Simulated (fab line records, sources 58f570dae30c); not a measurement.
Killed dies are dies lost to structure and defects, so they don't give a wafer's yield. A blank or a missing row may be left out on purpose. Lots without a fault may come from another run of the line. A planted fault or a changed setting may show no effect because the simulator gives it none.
Problem report in the 8D (eight disciplines) form, filled by code | flow berkeley_cmos170 | the parts of the form that need people (team, actions taken, sign-off) are left out

1. THE PROBLEM
PWELL_TW at UCB170_PWELL_TW_MEAS_17 reads a mean of 425.5 on 9 wafers of 3 lots; wafers without a fault read 379.7 with a standard deviation of 1.6. That is +29 standard deviations from the usual mean.
First seen on wafer L186.1, day 6 03:39, on film_metro-04. The record holds 45 wafers of 15 lots with a number at this step. Rule for "out", or "out of limits": more than 4 standard deviations from the usual mean. The other wafers with a number count as sound.

2. WHAT IT IS AND WHAT IT IS NOT
question                    | is                           | is not
which readings at this step | PWELL_TW                     | -
which lots                  | L186, L188, L190             | L177, L178, L179, L180, L181, L182, L191, L192, L193, L194, L196, L197
which wafers of those lots  | all that have a number       | -
read on which gauges        | film_metro-03, film_metro-04 | film_metro-01
when                        | from day 6 03:39             | up to then (18 sound wafers); but 18 sound wafers of L191, L192, L193, L194, L196, L197 came after

3. SUSPECTS, AND WHAT RULES EACH OUT
Counting: a tool at a process step up to the reading stays a suspect if it ran every lot that is out and no sound lot after the first of them.
- the gauge at UCB170_PWELL_TW_MEAS_17: ruled out. The wafers that are out were read on 2 gauges (film_metro-03, film_metro-04).
- implanter-03 at UCB170_PWELL_IMPLANT_15: kept. It ran every lot that is out, first L186 (day 6 03:24), and no sound lot after that; its last sound lot up to then is L180 (day 4 23:22). Its own readings are out on those wafers: dose_ions_cm2, faraday_current_uA.
Left after counting: implanter-03 at UCB170_PWELL_IMPLANT_15.

4. THE CAUSE (what the simulator had put in)
Process parameter drift: implanter-03, from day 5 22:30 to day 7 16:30, at UCB170_PWELL_IMPLANT_15. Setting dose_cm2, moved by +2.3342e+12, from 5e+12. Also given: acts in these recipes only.
Counting left only this tool.

5. THE CHAIN OF EFFECTS, in route order
Each row: a reading whose mean over the struck wafers that have a number lies more than 3 standard deviations from the usual. Only readings for which the record gives a usual standard deviation are gone through. hours: the time from each lot's start at the first step in this table that gives one to its start at this step, as a median over the lots. sigmas: the change in usual standard deviations.
hours | step                    | reading            | usual | on struck wafers | change | sigmas
0     | UCB170_PWELL_IMPLANT_15 | dose_ions_cm2      | 5e+12 | 7e+12            | +2e+12 | +99 or more
0     | UCB170_PWELL_IMPLANT_15 | faraday_current_uA | 15.9  | 23.3             | +7.4   | +25
0     | UCB170_PWELL_TW_MEAS_17 | PWELL_TW           | 379.7 | 425.5            | +45.8  | +29
The process steps in it:
- UCB170_PWELL_IMPLANT_15
Later measuring or inspecting steps at which every struck wafer that the step has a row for has a number for every such reading, and none has moved that far: UCB170_ACTIVE_THK_MEAS_03, UCB170_ACTIVE_THK_MEAS_06.

6. WHAT WOULD HAVE CAUGHT IT SOONER
In this record the first reading out of limits at a measuring or inspecting step was taken at day 6 03:39, 5 hours after the fault began at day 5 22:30.
The tool's own readings at UCB170_PWELL_IMPLANT_15 were out on every struck wafer that the step has a row for (dose_ions_cm2, faraday_current_uA): an alarm limit on them would have fired on the first of those.
Of the lots that are out (3), L188, L190 began UCB170_PWELL_IMPLANT_15 on implanter-03 after day 6 03:39. A hold on the tool at that time would have spared those 2.
